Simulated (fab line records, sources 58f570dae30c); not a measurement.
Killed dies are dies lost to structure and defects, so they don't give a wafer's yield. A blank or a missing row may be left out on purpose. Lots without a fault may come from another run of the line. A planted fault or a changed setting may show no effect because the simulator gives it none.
Which tool did it? | flow berkeley_cmos170 | 14 lots, 42 wafers sampled, at 2 steps of a route of 331

WHAT THE GAUGES READ, wafer by wafer
UCB170_CONTACT_CD_MEAS_15: target cd 700 nm.
lot  | measured     | on        | cd_nm (nm)
L133 | day 7 14:04  | cd_sem-01 | 699.6 700.9 701.7
L136 | day 8 00:54  | cd_sem-02 | 700.0 700.3 700.8
L134 | day 8 01:24  | cd_sem-02 | 702.7 701.0 701.0
L135 | day 8 01:04  | cd_sem-02 | 700.6 699.9 698.7
L138 | day 8 19:15  | cd_sem-01 | 700.0 700.4 700.5
L137 | day 8 21:07  | cd_sem-01 | 700.3 702.4 701.3
L143 | day 9 04:48  | cd_sem-01 | 699.8 699.4 700.2
L141 | day 9 05:07  | cd_sem-02 | 701.0 703.6 702.1
L140 | day 9 06:52  | cd_sem-02 | 703.0 702.7 702.1
L149 | day 10 09:49 | cd_sem-02 | 699.2 698.8 699.1
L152 | day 11 10:47 | cd_sem-01 | 698.7 699.0 698.9
L153 | day 11 21:58 | cd_sem-01 | 699.5 701.9 700.6
L155 | day 11 23:55 | cd_sem-02 | 696.7 698.6 696.8
L156 | day 12 08:52 | cd_sem-02 | 701.1 699.9 699.5

WHICH TOOL RAN EACH LOT (tool, then ch and the chambers of the sampled wafers, then the start)
lot  | UCB170_SDANNEAL_RTA_00
L133 | rtp_anneal-01 ch 0, day 7 09:09
L136 | rtp_anneal-02 ch 0, day 7 17:19
L134 | rtp_anneal-01 ch 0, day 7 19:09
L135 | rtp_anneal-02 ch 0, day 7 19:10
L138 | rtp_anneal-01 ch 0, day 8 13:26
L137 | rtp_anneal-01 ch 0, day 8 14:16
L143 | rtp_anneal-01 ch 0, day 9 00:05
L141 | rtp_anneal-02 ch 0, day 9 00:16
L140 | rtp_anneal-02 ch 0, day 9 00:37
L149 | rtp_anneal-02 ch 0, day 10 04:56
L152 | rtp_anneal-02 ch 0, day 11 04:14
L153 | rtp_anneal-01 ch 0, day 11 17:04
L155 | rtp_anneal-01 ch 0, day 11 17:31
L156 | rtp_anneal-02 ch 0, day 12 00:13
- UCB170_SDANNEAL_RTA_00: time 10 s.

WHAT THE TOOLS THEMSELVES READ (means of the sampled wafers that have a number; where no wafer has one, the mark that the record gives instead)
UCB170_SDANNEAL_RTA_00.
lot  | tool          | lamp_power_pct (%) | wafer_temp_C_max
L133 | rtp_anneal-01 | 22.6               | 903.6
L136 | rtp_anneal-02 | 23.8               | 904.7
L134 | rtp_anneal-01 | 22.6               | 904.0
L135 | rtp_anneal-02 | 23.8               | 904.4
L138 | rtp_anneal-01 | 22.6               | 903.7
L137 | rtp_anneal-01 | 22.6               | 903.2
L143 | rtp_anneal-01 | 22.6               | 903.6
L141 | rtp_anneal-02 | 23.8               | 905.0
L140 | rtp_anneal-02 | 23.8               | 904.5
L149 | rtp_anneal-02 | 23.8               | 904.8
L152 | rtp_anneal-02 | 23.8               | 904.0
L153 | rtp_anneal-01 | 22.6               | 903.1
L155 | rtp_anneal-01 | 22.6               | 903.6
L156 | rtp_anneal-02 | 23.8               | 905.1

THE ANSWER, worked out from the rows above alone
Rule: what is usual is taken from the lots themselves. Put in order of their means at a reading, lots are off if they are a third of the lots or fewer, leave a main group of 4 or more, and stand apart from it by a gap of 3 or more times the standard deviation of the main group's means; of several such gaps the widest counts. A main group whose means are all the same, to the digits that the tables above print for the reading, isn't used. A lot without any number at a reading at which 4 lots or more have one is off too. The other lots that the step has rows for count as sound. The gauges are gone through in route order, then the tools' own readings, and for those a lot's mean is taken as printed above. The first step at which some lot is off is used, and at that step the reading that is off furthest; a lot without a number counts as furthest.
No lot is off at any reading shown: from this, nothing can be told.

WHAT THE SIMULATOR HAD PUT IN
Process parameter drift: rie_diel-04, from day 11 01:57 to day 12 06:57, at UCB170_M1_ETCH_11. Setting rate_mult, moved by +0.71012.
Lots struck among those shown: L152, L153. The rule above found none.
